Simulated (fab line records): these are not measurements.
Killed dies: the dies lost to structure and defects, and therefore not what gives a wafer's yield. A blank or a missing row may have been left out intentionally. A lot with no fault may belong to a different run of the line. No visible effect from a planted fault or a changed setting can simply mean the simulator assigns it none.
fab line records	flow berkeley-cmos170	part 1 of 2: steps 1 to 27 of 37
[record] lots = 5	wafers = 15	last-day = 12
route steps=331 shown NSD@189 BACKSIDE@199 SDANNEAL@204 PSD@206 PLDD@208 NLDD@209 SILICIDE@210 CONTACT@216
lots that met no fault: from a run of the same line without faults
start-h: start of the lot's first displayed wafer, in hours after the record's first day	wait-h: hours elapsed since this lot's preceding step	" unchanged from the row above	L1.1+2: a single row standing in for several wafers	- either no value or no given start	* or withheld: withheld	< > ~ a bound
route shown NAME@n: names a module that has steps shown in the file, with the first one's number in the route	usual: the fault-free wafers' mean and standard deviation	same: alike in all rows	chamber/n: place in a boat	sites: the reading at each site	_std_site: their standard deviation	_edge_site: outer sites' mean less inner sites'	radius-mm: how far each site lies from the wafer's centre	mask NAME#n: copy n	behind: tool/chamber where the wafer was last shaped	hold: the reason the lot was held/the length of the hold in hours/how it ended	device: transistor that didn't switch, given as n, p or np	end of line: tests run on the same wafers once the route is complete	where a step has no rows: the recipe by itself	killed: not the wafer's yield, but the dies lost to structure and defects at the first sort	map: shows each die of a wafer: x if killed, . if not, _ if none is there
set.NAME: the setting the step ran with; set.NAME@STEP: the setting that earlier step ran with	model.NAME: the simulator's own value behind a step, which no gauge read
lots seen at some steps along the route; tables by step, rows by wafer
services: when a tool's chamber went out of use (start-h, in hours from the record's first day, below 0 if earlier), for how many hours, and the reason
[[steps]]
[step UCB170_NSD_SOFTBAKE_02]
[recipe] resist = KrF	temp-c = 130	time-s = 60
[usual] exhaust-pa = 45.1/0.88
lot.wafer	tool	chamber	start-h	wait-h	exhaust-pa
L074.2	litho-track-01	0	132.20	0.1	46.1
L074.4	"	0	"	"	46.1
L074.5	"	0	"	"	46.1
L082.1	litho-track-03	0	178.60	0.1	46.1
L082.2	"	0	"	"	44.4
L082.5	"	0	"	"	45.5
L086.1	litho-track-04	0	188.62	0.1	45.4
L086.2	"	0	"	"	44.9
L086.5	"	0	"	"	44.4
L092.2	litho-track-04	0	228.62	0.1	44.4
L092.5	"	0	"	"	44.1
L092.6	"	0	"	"	44.0
L095.1	litho-track-03	0	249.20	0.1	45.6
L095.2	"	0	"	"	44.8
L095.4	"	0	"	"	44.8
[step UCB170_NSD_EXPOSE_03]
[recipe] mask-id = NSELECT_MOD	na = 0.5	sigma-outer = 0.6	source-shape = conventional	target-cd-nm = 1200	dose-mj = 29.78
lot.wafer	tool	chamber	start-h	wait-h	mask
L074.2+4+5	krf-scanner-01	0	132.47	0.2	NSELECT_MOD#0
L082.1+2+5	krf-scanner-01	0	178.87	0.2	NSELECT_MOD#0
L086.1+2+5	krf-scanner-02	0	188.90	0.2	NSELECT_MOD#0
L092.2+5+6	krf-scanner-02	0	228.76	0.1	NSELECT_MOD#0
L095.1+2+4	krf-scanner-02	0	249.58	0.4	NSELECT_MOD#0
[step UCB170_NSD_PEB_04]
[recipe] peb-temp-c = 130	peb-time-s = withheld	resist = KrF
[usual] exhaust-pa = 45.2/0.94
lot.wafer	tool	chamber	start-h	wait-h	exhaust-pa
L074.2	litho-track-01	0	132.90	0.4	45.4
L074.4	"	0	"	"	44.4
L074.5	"	0	"	"	43.5
L082.1	litho-track-03	0	178.99	0.1	43.9
L082.2	"	0	"	"	44.4
L082.5	"	0	"	"	45.5
L086.1	litho-track-04	0	189.22	0.3	46.0
L086.2	"	0	"	"	45.2
L086.5	"	0	"	"	44.3
L092.2	litho-track-03	0	228.89	0.1	47.5
L092.5	"	0	"	"	44.4
L092.6	"	0	"	"	47.4
L095.1	litho-track-04	0	249.69	0.1	45.2
L095.2	"	0	"	"	44.1
L095.4	"	0	"	"	46.1
[step UCB170_NSD_DEVELOP_05]
[recipe] developer = TMAH	develop-time-s = 45	resist = KrF	dev-temp-c = 21
[usual] exhaust-pa = 45.0/0.87
lot.wafer	tool	chamber	start-h	wait-h	exhaust-pa
L074.2	litho-track-01	0	-	-	45.2
L074.4	"	0	"	"	46.1
L074.5	"	0	"	"	46.3
L082.1	litho-track-03	0	-	-	45.2
L082.2	"	0	"	"	45.4
L082.5	"	0	"	"	45.4
L086.1	litho-track-04	0	-	-	46.2
L086.2	"	0	"	"	44.8
L086.5	"	0	"	"	44.1
L092.2	litho-track-03	0	-	-	44.6
L092.5	"	0	"	"	44.5
L092.6	"	0	"	"	44.0
L095.1	litho-track-04	0	-	-	45.8
L095.2	"	0	"	"	43.8
L095.4	"	0	"	"	43.6
[step UCB170_NSD_CD_MEAS_06]
[recipe] target-cd-nm = 1200
[usual] cd-nm = 1199.9/1.5
lot.wafer	tool	chamber	start-h	wait-h	cd-nm
L074.2	cd-sem-01	-	133.17	-	1197.7
L074.4	"	-	"	"	1197.7
L074.5	"	-	"	"	1198.5
L082.1	cd-sem-01	-	179.26	-	1201.8
L082.2	"	-	"	"	1201.7
L082.5	"	-	"	"	1201.9
L086.1	cd-sem-01	-	189.50	-	1199.5
L086.2	"	-	"	"	1199.3
L086.5	"	-	"	"	1199.3
L092.2	cd-sem-01	-	229.16	-	1199.3
L092.5	"	-	"	"	1200.8
L092.6	"	-	"	"	1198.3
L095.1	cd-sem-02	-	249.98	-	1202.8
L095.2	"	-	"	"	1201.0
L095.4	"	-	"	"	1202.6
[step UCB170_NSD_OVL_MEAS_07]
[usual] NSD_OVL = 1/4.5
lot.wafer	tool	chamber	start-h	wait-h	NSD_OVL[nm]
L074.2	overlay-01	-	133.28	0.1	8
L074.4	"	-	"	"	5
L074.5	"	-	"	"	9
L082.1	overlay-01	-	179.38	0.1	5
L082.2	"	-	"	"	2
L082.5	"	-	"	"	3
L086.1	overlay-02	-	189.62	0.1	1
L086.2	"	-	"	"	-1
L086.5	"	-	"	"	0
L092.2	overlay-02	-	229.26	0.1	-3
L092.5	"	-	"	"	6
L092.6	"	-	"	"	0
L095.1	overlay-02	-	250.10	0.1	7
L095.2	"	-	"	"	2
L095.4	"	-	"	"	3
[step UCB170_NSD_IMPLANT_08]
[recipe] species = P	dose-cm2 = 3e+15	energy-kev = 40	tilt-deg = 7
[usual] beam-energy-keV = 40.000/0.012
lot.wafer	tool	chamber	start-h	wait-h	beam-energy-keV
L074.2	implanter-01	0	133.33	0.0	40.001
L074.4	"	0	"	"	40.008
L074.5	"	0	"	"	40.004
L082.1	implanter-03	0	179.42	0.0	40.003
L082.2	"	0	"	"	39.998
L082.5	"	0	"	"	40.004
L086.1	implanter-03	0	189.66	0.0	39.993
L086.2	"	0	"	"	40.012
L086.5	"	0	"	"	40.011
L092.2	implanter-03	0	229.32	0.0	39.993
L092.5	"	0	"	"	39.994
L092.6	"	0	"	"	39.995
L095.1	implanter-03	0	250.13	0.0	40.000
L095.2	"	0	"	"	40.004
L095.4	"	0	"	"	39.989
[step UCB170_NSD_STRIP_09]
[recipe] chemistry = O2	power-w = 400	pressure-mtorr = 3500	platen-temp-c = withheld	o2-flow-sccm = 400	overash-fraction = 0.5
[usual] drypump-motor-current-A = 5.80/0.27	oes-product-au = 0.533/0.0045	strip-time-to-endpoint-s = 35.82/0.07
lot.wafer	tool	chamber	start-h	wait-h	drypump-motor-current-A	oes-product-au	rf-hours-counter-h	strip-time-to-endpoint-s
L074.2	plasma-asher-03	1	133.46	0.1	5.78	0.535	0	35.86
L074.4	"	1	"	"	5.77	0.536	-	35.89
L074.5	"	1	"	"	5.78	0.532	-	35.86
L082.1	plasma-asher-03	1	179.57	0.1	5.79	0.530	5	35.78
L082.2	"	0	"	"	6.37	0.534	5	35.78
L082.5	"	1	"	"	5.76	0.533	-	35.81
L086.1	plasma-asher-04	0	189.81	0.1	5.57	0.524	49	35.85
L086.2	"	1	"	"	5.89	0.535	49	35.83
L086.5	"	0	"	"	5.55	0.527	-	35.92
L092.2	plasma-asher-03	0	229.44	0.1	6.39	0.526	10	35.80
L092.5	"	1	"	"	5.79	0.540	-	35.83
L092.6	"	0	"	"	6.34	0.535	-	35.82
L095.1	plasma-asher-02	0	250.28	0.1	5.77	0.534	48	35.89
L095.2	"	1	"	"	5.51	0.542	48	35.90
L095.4	"	0	"	"	5.77	0.530	-	35.91
[step UCB170_NSD_TW_MEAS_10]
[usual] NSD_TW = 4174/41
lot.wafer	tool	chamber	start-h	wait-h	NSD_TW
L074.2	film-metro-02	-	133.57	0.1	4239
L074.4	"	-	"	"	4211
L074.5	"	-	"	"	4232
L082.1	film-metro-01	-	179.67	0.1	4174
L082.2	"	-	"	"	4175
L082.5	"	-	"	"	4164
L086.1	film-metro-01	-	189.91	0.1	4151
L086.2	"	-	"	"	4140
L086.5	"	-	"	"	4121
L092.2	film-metro-02	-	229.55	0.1	4266
L092.5	"	-	"	"	4256
L092.6	"	-	"	"	4243
L095.1	film-metro-03	-	250.38	0.1	4165
L095.2	"	-	"	"	4143
L095.4	"	-	"	"	4155
[step UCB170_NSD_CLEAN_11]
[recipe] chemistry = SPM	temp-c = 120	time-s = 600
lot.wafer	tool	chamber	start-h	wait-h
L074.2+4+5	wet-bench-04	1	134.20	0.6
L082.1+2+5	wet-bench-02	2	179.73	0.1
L086.1+2+5	wet-bench-02	0	189.97	0.1
L092.2+5+6	wet-bench-03	1	231.38	1.8
L095.1+2+4	wet-bench-03	2	250.44	0.1
[step UCB170_BACKSIDE_HMDS_00]
[recipe] prime-time-s = 60	prime-temp-c = 100
[usual] exhaust-pa = 45.0/0.85
lot.wafer	tool	chamber	start-h	wait-h	exhaust-pa
L074.2	litho-track-01	0	134.58	0.0	44.4
L074.4	"	0	"	"	44.3
L074.5	"	0	"	"	45.0
L082.1	litho-track-01	0	180.33	0.4	45.4
L082.2	"	0	"	"	45.1
L082.5	"	0	"	"	45.4
L086.1	litho-track-03	0	190.14	0.0	45.8
L086.2	"	0	"	"	45.5
L086.5	"	0	"	"	45.9
L092.2	litho-track-02	0	231.58	0.0	45.2
L092.5	"	0	"	"	44.8
L092.6	"	0	"	"	43.9
L095.1	litho-track-02	0	250.62	0.0	44.5
L095.2	"	0	"	"	44.8
L095.4	"	0	"	"	45.0
[step UCB170_BACKSIDE_COAT_01]
[recipe] resist = KrF	spin-rpm = 1500	resist-thk-nm = 900
[usual] exhaust-pa = 45.1/0.87
lot.wafer	tool	chamber	start-h	wait-h	exhaust-pa
L074.2	litho-track-01	0	134.73	0.1	45.8
L074.4	"	0	"	"	46.0
L074.5	"	0	"	"	47.1
L082.1	litho-track-01	0	180.48	0.1	44.9
L082.2	"	0	"	"	44.4
L082.5	"	0	"	"	45.8
L086.1	litho-track-03	0	190.29	0.1	44.5
L086.2	"	0	"	"	46.1
L086.5	"	0	"	"	44.6
L092.2	litho-track-02	0	231.73	0.1	45.2
L092.5	"	0	"	"	45.1
L092.6	"	0	"	"	45.0
L095.1	litho-track-02	0	250.77	0.1	45.0
L095.2	"	0	"	"	46.2
L095.4	"	0	"	"	44.6
[step UCB170_BACKSIDE_SOFTBAKE_02]
[recipe] resist = KrF	temp-c = 130	time-s = 60
[usual] exhaust-pa = 44.8/0.86
lot.wafer	tool	chamber	start-h	wait-h	exhaust-pa
L074.2	litho-track-01	0	134.88	0.1	45.5
L074.4	"	0	"	"	44.9
L074.5	"	0	"	"	44.4
L082.1	litho-track-01	0	180.63	0.1	45.3
L082.2	"	0	"	"	45.7
L082.5	"	0	"	"	46.1
L086.1	litho-track-03	0	190.44	0.1	43.6
L086.2	"	0	"	"	44.2
L086.5	"	0	"	"	44.8
L092.2	litho-track-02	0	231.88	0.1	45.5
L092.5	"	0	"	"	45.4
L092.6	"	0	"	"	46.7
L095.1	litho-track-02	0	250.92	0.1	44.3
L095.2	"	0	"	"	44.4
L095.4	"	0	"	"	44.4
[step UCB170_BACKSIDE_STRIP_03]
[recipe] chemistry = O2	power-w = 400	pressure-mtorr = 3500	platen-temp-c = withheld	o2-flow-sccm = 400	overash-fraction = 0.5
[usual] drypump-motor-current-A = 5.7/0.42	oes-product-au = 0.735/0.0047	strip-time-to-endpoint-s = 22.00/0.064
lot.wafer	tool	chamber	start-h	wait-h	drypump-motor-current-A	oes-product-au	rf-hours-counter-h	strip-time-to-endpoint-s
L074.2	plasma-asher-03	0	135.00	0.1	6.3	0.731	0	22.04
L074.4	"	1	"	"	5.8	0.735	-	22.03
L074.5	"	0	"	"	6.3	0.733	-	21.99
L082.1	plasma-asher-01	0	180.78	0.1	5.0	0.730	49	21.99
L082.2	"	1	"	"	5.7	0.733	49	22.12
L082.5	"	0	"	"	5.0	0.733	-	22.11
L086.1	plasma-asher-03	1	190.59	0.1	5.8	0.743	6	21.96
L086.2	"	0	"	"	6.3	0.739	6	21.88
L086.5	"	0	"	"	6.4	0.730	-	21.96
L092.2	plasma-asher-01	1	232.00	0.1	5.7	0.733	54	22.11
L092.5	"	0	"	"	5.0	0.733	-	22.04
L092.6	"	1	"	"	5.7	0.734	-	22.05
L095.1	plasma-asher-01	1	251.07	0.1	5.7	0.735	56	22.04
L095.2	"	0	"	"	5.0	0.724	56	22.04
L095.4	"	1	"	"	5.7	0.725	-	22.01
[step UCB170_BACKSIDE_CLEAN_04]
[recipe] chemistry = SPM	temp-c = 120	time-s = 600
lot.wafer	tool	chamber	start-h	wait-h
L074.2+4+5	wet-bench-01	1	135.72	0.7
L082.1+2+5	wet-bench-01	2	180.88	0.1
L086.1+2+5	wet-bench-02	3	190.69	0.1
L092.2+5+6	wet-bench-04	3	232.10	0.1
L095.1+2+4	wet-bench-01	2	251.17	0.1
[step UCB170_SDANNEAL_RTA_00]
[recipe] temp-c = 900	time-s = 10	ambient = N2
[usual] lamp-power-pct = 25.3/0.36	wafer_temp_C_max = 904.2/1.1
lot.wafer	tool	chamber	start-h	wait-h	lamp-power-pct	wafer_temp_C_max
L074.2	rtp-anneal-01	0	135.91	0.0	25.0	904.6
L074.4	"	0	"	"	25.0	904.6
L074.5	"	0	"	"	25.0	903.8
L082.1	rtp-anneal-01	0	181.07	0.0	25.0	906.6
L082.2	"	0	"	"	25.0	904.0
L082.5	"	0	"	"	25.0	904.8
L086.1	rtp-anneal-01	0	190.86	0.0	25.0	907.0
L086.2	"	0	"	"	25.0	904.8
L086.5	"	0	"	"	25.0	905.1
L092.2	rtp-anneal-01	0	232.29	0.0	25.0	905.1
L092.5	"	0	"	"	25.0	905.2
L092.6	"	0	"	"	25.0	905.2
L095.1	rtp-anneal-01	0	251.34	0.0	25.0	905.8
L095.2	"	0	"	"	24.9	904.0
L095.4	"	0	"	"	25.0	904.2
[step UCB170_SDANNEAL_RTA_01]
[recipe] temp-c = 1050	time-s = 5	ambient = N2
[usual] lamp-power-pct = 39.1/0.57	wafer_temp_C_max = 1054.9/1.2
lot.wafer	tool	chamber	start-h	wait-h	lamp-power-pct	wafer_temp_C_max
L074.2	rtp-anneal-01	0	135.97	0.1	38.6	1056.0
L074.4	"	0	"	"	38.6	1056.4
L074.5	"	0	"	"	38.7	1056.9
L082.1	rtp-anneal-01	0	181.14	0.1	38.6	1054.4
L082.2	"	0	"	"	38.6	1055.4
L082.5	"	0	"	"	38.6	1055.1
L086.1	rtp-anneal-01	0	190.93	0.1	38.6	1055.1
L086.2	"	0	"	"	38.5	1056.5
L086.5	"	0	"	"	38.6	1054.8
L092.2	rtp-anneal-01	0	232.35	0.1	38.6	1053.8
L092.5	"	0	"	"	38.6	1055.6
L092.6	"	0	"	"	38.6	1054.6
L095.1	rtp-anneal-01	0	251.41	0.1	38.6	1055.2
L095.2	"	0	"	"	38.6	1054.9
L095.4	"	0	"	"	38.6	1056.3
[step UCB170_SDANNEAL_RS_MEAS_02]
[recipe] thk-meas-gauge = four-point-probe
[usual] PSD_RS = 75.56/0.26
lot.wafer	tool	chamber	start-h	wait-h	PSD_RS[ohm/sq]
L074.2	film-metro-01	-	136.04	0.1	75.06
L074.4	"	-	"	"	75.25
L074.5	"	-	"	"	75.35
L082.1	film-metro-01	-	181.19	0.0	76.08
L082.2	"	-	"	"	75.41
L082.5	"	-	"	"	75.50
L086.1	film-metro-01	-	190.99	0.0	75.56
L086.2	"	-	"	"	74.97
L086.5	"	-	"	"	75.12
L092.2	film-metro-02	-	232.42	0.1	75.76
L092.5	"	-	"	"	75.69
L092.6	"	-	"	"	75.80
L095.1	film-metro-03	-	251.47	0.0	75.65
L095.2	"	-	"	"	75.89
L095.4	"	-	"	"	75.31
[step UCB170_SDANNEAL_RS_MEAS_03]
[recipe] thk-meas-gauge = four-point-probe
[usual] NSD_RS = 37.24/0.072
lot.wafer	tool	chamber	start-h	wait-h	NSD_RS[ohm/sq]
L074.2	film-metro-01	-	136.16	0.1	37.19
L074.4	"	-	"	"	37.23
L074.5	"	-	"	"	37.24
L082.1	film-metro-01	-	181.31	0.1	37.13
L082.2	"	-	"	"	37.12
L082.5	"	-	"	"	37.16
L086.1	film-metro-01	-	191.11	0.1	37.22
L086.2	"	-	"	"	37.21
L086.5	"	-	"	"	37.19
L092.2	film-metro-02	-	232.54	0.1	37.22
L092.5	"	-	"	"	37.36
L092.6	"	-	"	"	37.25
L095.1	film-metro-03	-	251.59	0.1	37.25
L095.2	"	-	"	"	37.39
L095.4	"	-	"	"	37.35
[step UCB170_SDANNEAL_RS_MEAS_04]
[recipe] thk-meas-gauge = four-point-probe
[usual] PLDD_RS = 1031.3/2.8
lot.wafer	tool	chamber	start-h	wait-h	PLDD_RS[ohm/sq]
L074.2	film-metro-01	-	136.28	0.1	1033.0
L074.4	"	-	"	"	1036.8
L074.5	"	-	"	"	1035.3
L082.1	film-metro-01	-	181.43	0.1	1028.0
L082.2	"	-	"	"	1029.6
L082.5	"	-	"	"	1028.8
L086.1	film-metro-01	-	191.23	0.1	1032.5
L086.2	"	-	"	"	1031.0
L086.5	"	-	"	"	1032.4
L092.2	film-metro-02	-	232.66	0.1	1030.6
L092.5	"	-	"	"	1034.0
L092.6	"	-	"	"	1032.3
L095.1	film-metro-03	-	251.71	0.1	1027.1
L095.2	"	-	"	"	1029.4
L095.4	"	-	"	"	1027.5
[step UCB170_SDANNEAL_RS_MEAS_05]
[recipe] thk-meas-gauge = four-point-probe
[usual] NLDD_RS = 616.2/1.4
lot.wafer	tool	chamber	start-h	wait-h	NLDD_RS[ohm/sq]
L074.2	film-metro-01	-	136.40	0.1	615.4
L074.4	"	-	"	"	616.8
L074.5	"	-	"	"	615.9
L082.1	film-metro-01	-	181.55	0.1	616.4
L082.2	"	-	"	"	615.2
L082.5	"	-	"	"	616.3
L086.1	film-metro-01	-	191.35	0.1	617.6
L086.2	"	-	"	"	617.3
L086.5	"	-	"	"	616.6
L092.2	film-metro-02	-	232.78	0.1	616.2
L092.5	"	-	"	"	615.6
L092.6	"	-	"	"	617.1
L095.1	film-metro-03	-	251.83	0.1	617.3
L095.2	"	-	"	"	616.2
L095.4	"	-	"	"	615.6
[step UCB170_SILICIDE_PRE_CLEAN_00]
[recipe] gas = Ar	preclean-etch-time-s = 60
lot.wafer	tool	chamber	start-h	wait-h
L074.2+4+5	pvd-sputter-01	-	136.50	0.1
L082.1+2+5	pvd-sputter-03	-	181.67	0.1
L086.1+2+5	pvd-sputter-01	-	191.47	0.1
L092.2+5+6	pvd-sputter-03	-	232.88	0.1
L095.1+2+4	pvd-sputter-03	-	251.95	0.1
[step UCB170_SILICIDE_SPUTTER_01]
[recipe] material = Ti	target-thk-nm = 30	time-s = 25	power-w = 1500	chamber-pressure-pa = 0.5
[usual] throttle-valve-pct = 30.3/0.79
lot.wafer	tool	chamber	start-h	wait-h	throttle-valve-pct
L074.2	pvd-sputter-01	-	136.57	0.0	30.8
L074.4	"	-	"	"	31.4
L074.5	"	-	"	"	30.6
L082.1	pvd-sputter-03	-	181.74	0.0	29.5
L082.2	"	-	"	"	29.5
L082.5	"	-	"	"	29.6
L086.1	pvd-sputter-01	-	191.54	0.0	31.5
L086.2	"	-	"	"	30.4
L086.5	"	-	"	"	30.4
L092.2	pvd-sputter-03	-	232.95	0.0	30.0
L092.5	"	-	"	"	30.2
L092.6	"	-	"	"	29.7
L095.1	pvd-sputter-03	-	252.01	0.0	30.2
L095.2	"	-	"	"	29.4
L095.4	"	-	"	"	29.5
[step UCB170_SILICIDE_RS_MEAS_02]
[recipe] thk-meas-gauge = four-point-probe	reads = Ti_of_SILICIDE_SPUTTER_01
[usual] SILICIDE_TI_RS = 26.2/0.36
lot.wafer	tool	chamber	start-h	wait-h	SILICIDE_TI_RS[ohm/sq]
L074.2	film-metro-03	-	136.62	0.0	26.9
L074.4	"	-	"	"	26.5
L074.5	"	-	"	"	26.8
L082.1	film-metro-03	-	181.77	0.0	26.3
L082.2	"	-	"	"	26.1
L082.5	"	-	"	"	26.3
L086.1	film-metro-04	-	191.57	0.0	26.4
L086.2	"	-	"	"	26.7
L086.5	"	-	"	"	26.7
L092.2	film-metro-03	-	233.00	0.0	26.2
L092.5	"	-	"	"	26.2
L092.6	"	-	"	"	26.2
L095.1	film-metro-04	-	252.04	0.0	26.3
L095.2	"	-	"	"	26.2
L095.4	"	-	"	"	26.3
[step UCB170_SILICIDE_THK_MEAS_03]
[recipe] thk-meas-gauge = xrf	reads = Ti_of_SILICIDE_SPUTTER_01
[usual] SILICIDE_TI_THK = 29.4/0.44
lot.wafer	tool	chamber	start-h	wait-h	SILICIDE_TI_THK[nm]
L074.2	film-metro-03	-	136.73	0.1	29.0
L074.4	"	-	"	"	29.3
L074.5	"	-	"	"	29.0
L082.1	film-metro-03	-	181.89	0.1	29.6
L082.2	"	-	"	"	29.9
L082.5	"	-	"	"	29.6
L086.1	film-metro-04	-	191.69	0.1	28.8
L086.2	"	-	"	"	28.7
L086.5	"	-	"	"	28.8
L092.2	film-metro-03	-	233.11	0.1	29.8
L092.5	"	-	"	"	29.9
L092.6	"	-	"	"	29.7
L095.1	film-metro-04	-	252.16	0.1	28.9
L095.2	"	-	"	"	29.0
L095.4	"	-	"	"	29.1
[step UCB170_SILICIDE_RTA_04]
[recipe] temp-c = 650	time-s = 15	ambient = N2
[usual] lamp-power-pct = 10.86/0.16	wafer_temp_C_max = 653.1/0.8
lot.wafer	tool	chamber	start-h	wait-h	lamp-power-pct	wafer_temp_C_max
L074.2	rtp-anneal-01	0	136.79	0.1	10.71	653.6
L074.4	"	0	"	"	10.72	652.9
L074.5	"	0	"	"	10.70	653.4
L082.1	rtp-anneal-01	0	181.95	0.1	10.72	654.1
L082.2	"	0	"	"	10.71	653.9
L082.5	"	0	"	"	10.71	654.5
L086.1	rtp-anneal-01	0	191.75	0.1	10.73	652.8
L086.2	"	0	"	"	10.71	652.5
L086.5	"	0	"	"	10.73	652.1
L092.2	rtp-anneal-02	0	233.17	0.1	11.04	652.7
L092.5	"	0	"	"	11.03	653.7
L092.6	"	0	"	"	11.05	652.4
L095.1	rtp-anneal-01	0	252.22	0.1	10.73	653.3
L095.2	"	0	"	"	10.73	653.4
L095.4	"	0	"	"	10.71	652.7
[step UCB170_SILICIDE_WET_ETCH_05]
[recipe] chemistry = SPM	time-s = 45	temp-c = 120	target = Ti
lot.wafer	tool	chamber	start-h	wait-h
L074.2+4+5	wet-bench-01	2	136.85	0.1
L082.1+2+5	wet-bench-04	1	182.03	0.1
L086.1+2+5	wet-bench-04	3	191.82	0.1
L092.2+5+6	wet-bench-01	1	233.66	0.5
L095.1+2+4	wet-bench-03	2	252.30	0.1
